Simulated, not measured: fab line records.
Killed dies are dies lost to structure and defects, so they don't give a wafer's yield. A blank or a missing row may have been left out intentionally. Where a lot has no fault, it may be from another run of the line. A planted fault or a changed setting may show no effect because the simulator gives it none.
A lot that was struck, set against a sound lot	flow rit-cmos	39 out of 202 route steps
Sound: wafers L345.1, L345.3, L345.4. The struck wafers were L351.1, L351.2, L351.5. The cause comes at the end.
Per side, at each step with rows, come the tool, then ch with its chambers, and then its first start. Under that, the readings that differ: sound wafers	struck wafers	difference of the means	sigmas: that difference in standard deviations of wafers without a fault.
alike: readings with means less than 2 such deviations apart, plus words and numbers identical on both sides. not compared: withheld readings, readings lacking a value on some wafer, bounds such as >300 that could conceal the same value, and numbers that have no deviation in the record and whose values overlap.
A row with sigmas, a row that says differs or no value, or rows on one side alone: a step with any of these is where the two part. Numbers that have no deviation but don't overlap get no sigmas and don't part them. A reading missing from all wafers of one side parts the sides only when that side holds two or more wafers.

first, 3 steps without rows for these wafers: RIT_GATE_EXPOSE_13 (exposes mask M6, target cd 150 nm); RIT_GATE_PEB_14; RIT_GATE_DEVELOP_15 (develop time 50 s).
RIT_GATE_CD_MEAS_16: target cd 150 nm.
  sound on cd-sem-02, day 2 18:46; struck on cd-sem-01, day 3 22:46
  alike: cd-nm
RIT_GATE_OVL_MEAS_17:
  sound on overlay-01, day 2 18:55; struck on overlay-01, day 3 22:53
  alike: GATE_OVL
then, 1 step without rows for these wafers: RIT_GATE_HARDBAKE_18 (time 60 s).
RIT_GATE_ETCH_19: etches poly-Si in SF6/CHF3/O2, stops on SiO2, time 172.7 s, target depth 312.5 nm.
  sound on rie-si-02 ch 0,1,3, day 2 19:07; struck on rie-si-02 ch 2,3, day 3 23:05
  alike: drypump-motor-current-A, oes-product-au, throttle-valve-pct
  not compared: rf-hours-counter-h
RIT_GATE_STRIP_20: strips in O2, time 180 s.
  sound on plasma-asher-04 ch 0,1, day 2 19:20; struck on plasma-asher-04 ch 0,1, day 3 23:11
  alike: drypump-motor-current-A, rf-refl-power-W
  not compared: rf-hours-counter-h
RIT_GATE_CD_MEAS_90: target cd 150 nm.
  sound on cd-sem-02, day 2 19:31; struck on cd-sem-01, day 3 23:22
  alike: cd-nm
then, 3 steps without rows for these wafers: RIT_REOX_CLEAN_00 (cleans in SC1, time 600 s); RIT_REOX_CLEAN_01 (cleans in dHF, time 30 s); RIT_REOX_CLEAN_02 (cleans in SC2, time 600 s).
RIT_REOX_OXIDATION_03: target thk 25.2 nm, ox time 5580 s.
  sound on furnace-01 ch 0, day 2 19:59; struck on furnace-04 ch 0, day 3 23:51
reading	sound	struck	difference	sigmas
spike-tc-centre-C (C)	903.1 905.2 902.4	908.7 907.2 907.4	+4.2	+3
spike-tc-load-C (C)	922.5 926.0 925.9	935.5 937.5 936.0	+11.5	+6
spike-tc-source-C (C)	926.1 925.4 926.0	934.4 933.7 934.1	+8.2	+7
tube-center-temp-C (C)	900.14 900.1 899.97	908.09 907.95 907.95	+7.93	+99 or more
tube_center_temp_C_max	902.8 902.3 902.4	910.5 910.1 910.3	+7.8	+22
model.SiO2_of_REOX_OXIDATION_03.thk-nm (nm)	24.74 24.77 24.93	27.67 27.52 27.76	+2.84	
RIT_REOX_THK_MEAS_04:
  sound on film-metro-01, day 2 22:32; struck on film-metro-04, day 4 02:24
reading	sound	struck	difference	sigmas
REOX_OXIDE_THK (nm)	24.8 24.7 25.0	27.6 27.5 27.8	+2.8	+7
then, 6 steps without rows for these wafers: RIT_NLDD_HMDS_00 (prime time 60 s); RIT_NLDD_COAT_01 (resist thk 1000 nm); RIT_NLDD_SOFTBAKE_02 (time 60 s); RIT_NLDD_EXPOSE_03 (exposes mask M7, target cd 40700 nm); RIT_NLDD_PEB_04; RIT_NLDD_DEVELOP_05 (develop time 52.44 s).
RIT_NLDD_OVL_MEAS_06:
  sound on overlay-01, day 2 23:35; struck on overlay-01, day 4 03:29
  alike: NLDD_OVL
then, 2 steps without rows for these wafers: RIT_NLDD_HARDBAKE_07 (time 60 s); RIT_NLDD_IMPLANT_08.
RIT_NLDD_STRIP_09: strips in O2, time 180 s.
  sound on plasma-asher-01 ch 0,1, day 2 23:55; struck on plasma-asher-02 ch 0,1, day 4 03:49
  alike: drypump-motor-current-A, rf-refl-power-W
  not compared: rf-hours-counter-h
RIT_NLDD_TW_MEAS_10:
  sound on film-metro-04, day 3 00:05; struck on film-metro-04, day 4 03:59
  alike: NLDD_TW
then, 6 steps without rows for these wafers: RIT_PLDD_HMDS_00 (prime time 60 s); RIT_PLDD_COAT_01 (resist thk 1000 nm); RIT_PLDD_SOFTBAKE_02 (time 60 s); RIT_PLDD_EXPOSE_03 (exposes mask M8, target cd 40900 nm); RIT_PLDD_PEB_04; RIT_PLDD_DEVELOP_05 (develop time 50 s).
RIT_PLDD_OVL_MEAS_06:
  sound on overlay-01, day 3 01:00; struck on overlay-02, day 4 04:54
  alike: PLDD_OVL
then, 2 steps without rows for these wafers: RIT_PLDD_HARDBAKE_07 (time 60 s); RIT_PLDD_IMPLANT_08.
RIT_PLDD_STRIP_09: strips in O2, time 180 s.
  sound on plasma-asher-03 ch 0,1, day 3 01:20; struck on plasma-asher-01 ch 0,1, day 4 05:14
  alike: drypump-motor-current-A, rf-refl-power-W
  not compared: rf-hours-counter-h
RIT_PLDD_TW_MEAS_10:
  sound on film-metro-02, day 3 01:31; struck on film-metro-03, day 4 05:25
  alike: PLDD_TW
RIT_SPACER_CLEAN_00: cleans in SC1, time 600 s.
  sound on wet-bench-02 ch 2, day 3 01:34; struck on wet-bench-01 ch 3, day 4 05:28
reading	sound	struck	difference	sigmas
model.SiO2_of_REOX_OXIDATION_03.thk-nm (nm)	22.83 22.86 23.01	25.52 25.38 25.59	+2.60	
then, 1 step without rows for these wafers: RIT_SPACER_CLEAN_01 (cleans in dHF, time 30 s).
RIT_M1_PROBE_99:
  sound on prober-02, day 3 15:20; struck on prober-02, day 4 19:47
reading	sound	struck	difference	sigmas
killed_at_M0_to_M3	0 0 0	0 1 0	+0	+3
killed-at-contacts	0 0 0	1 0 0	+0	+2
model.etest.pmos-turned.r-on-ohm-um	3248 3311 3430	3951 3806 3903	+557	
model.etest.pmos_0p3.r-on-ohm-um	5994 6093 6151	6545 6431 6502	+413	
model.etest.pmos_0p15.r-on-ohm-um	2621 2697 2790	3044 2965 2995	+299	
model.etest.pldd.rs-ohm-sq	488 495 504.6	637.3 615.7 641.9	+135.8	
model.etest.nmos_0p3.r-on-ohm-um	2100 2130 2131	2285 2221 2208	+118	
model.etest.nmos_0p15.r-on-ohm-um	1097 1110 1156	1292 1210 1182	+107	
model.etest.nmos-turned.drive-ua-um	335.5 332.9 322.4	255.5 266.6 255.6	-71.0	
model.etest.nldd.rs-ohm-sq	373 374.3 376.6	446.8 437.5 443.2	+67.9	
  alike: killed-at-front-end, killed-dies, killed-on-rim, killed-open, killed-short

WHERE THEY PART
First at RIT_REOX_OXIDATION_03; last, within this record, at RIT_M1_PROBE_99.

WHY: what the simulator had put in
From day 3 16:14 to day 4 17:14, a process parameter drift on furnace-04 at RIT_REOX_OXIDATION_03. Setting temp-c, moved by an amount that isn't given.
